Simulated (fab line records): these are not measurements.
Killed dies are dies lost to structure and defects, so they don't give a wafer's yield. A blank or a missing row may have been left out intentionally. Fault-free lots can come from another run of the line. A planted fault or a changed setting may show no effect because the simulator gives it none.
8D (eight disciplines) problem report, filled in by code / flow berkeley-cmos170 / the parts of the form that need people (team, actions taken, sign-off) are left out

== 1. PROBLEM STATEMENT ==
tilt-deg at UCB170_NVT_IMPLANT_07 reads a mean of 9.024 degrees on 6 wafers of 2 lots; wafers without a fault read 6.999 degrees with a standard deviation of 0.02. So: +99 or more standard deviations from the usual mean.
The first sign was on wafer L576.1 at day 10 08:41, on implanter-03. At this step, 42 wafers from 14 lots have a number in the record. The rule behind "out" and "out of limits": a value lying over 4 standard deviations away from the usual mean. The rest of the wafers with a number are treated as sound.

== 2. WHAT IT IS; WHAT IT IS NOT ==
question=which readings at this step | is=tilt-deg | is not=-
question=which lots | is=L576, L577 | is not=L555, L556, L557, L558, L562, L563, L564, L566, L568, L569, L571, L578
question=which wafers of those lots | is=all that have a number | is not=-
question=read on which tools | is=implanter-03 | is not=implanter-01, implanter-02
question=when | is=from day 10 08:41 | is not=up to then (33 sound wafers); but 3 sound wafers of L578 came after

== 3. WHAT RULES OUT EACH SUSPECT ==
Counting: any tool at a process step up to the reading is kept as a suspect provided that every lot that is out went through it and no sound lot did after the first of them.
- plasma-asher-03 at UCB170_ACTIVE_STRIP_16 (strips in O2): kept. It processed each lot that is out, first L576 at day 8 15:53, and no sound lot thereafter; up to then, the last sound lot it processed was L566 at day 7 04:16.
- implanter-03 at UCB170_NVT_IMPLANT_07: kept. It processed each lot that is out, first L576 at day 10 08:41, and no sound lot thereafter; up to then, the last sound lot it processed was L566 at day 8 16:24. Its own readings are out on those wafers: tilt-deg.
The count leaves implanter-03 at UCB170_NVT_IMPLANT_07 and plasma-asher-03 at UCB170_ACTIVE_STRIP_16.

== 4. THE CAUSE (what the simulator had put in) ==
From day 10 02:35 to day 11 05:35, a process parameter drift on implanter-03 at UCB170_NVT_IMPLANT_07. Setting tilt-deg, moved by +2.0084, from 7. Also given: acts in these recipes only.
Of the 2 suspects that counting leaves, this tool is one.

== 5. SEQUENCE OF EFFECTS, ordered by route ==
Rows list readings where the struck wafers' mean (over those with a number) sits beyond 3 standard deviations from the usual. Only readings for which the record gives a usual standard deviation are gone through. hours: the time from each lot's start at the first step in this table that gives one to its start at this step, as a median over the lots. sigmas: the change in usual standard deviations.
hours=0; step=UCB170_NVT_IMPLANT_07; reading=tilt-deg; usual=6.999 degrees; on struck wafers=9.024; change=+2.026; sigmas=+99 or more
Process steps it contains:
- UCB170_NVT_IMPLANT_07

== 6. WHAT WOULD HAVE CAUGHT IT SOONER ==
6 hours passed between the start of the fault at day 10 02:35 and the first reading out of limits in this record, taken at day 10 08:41.
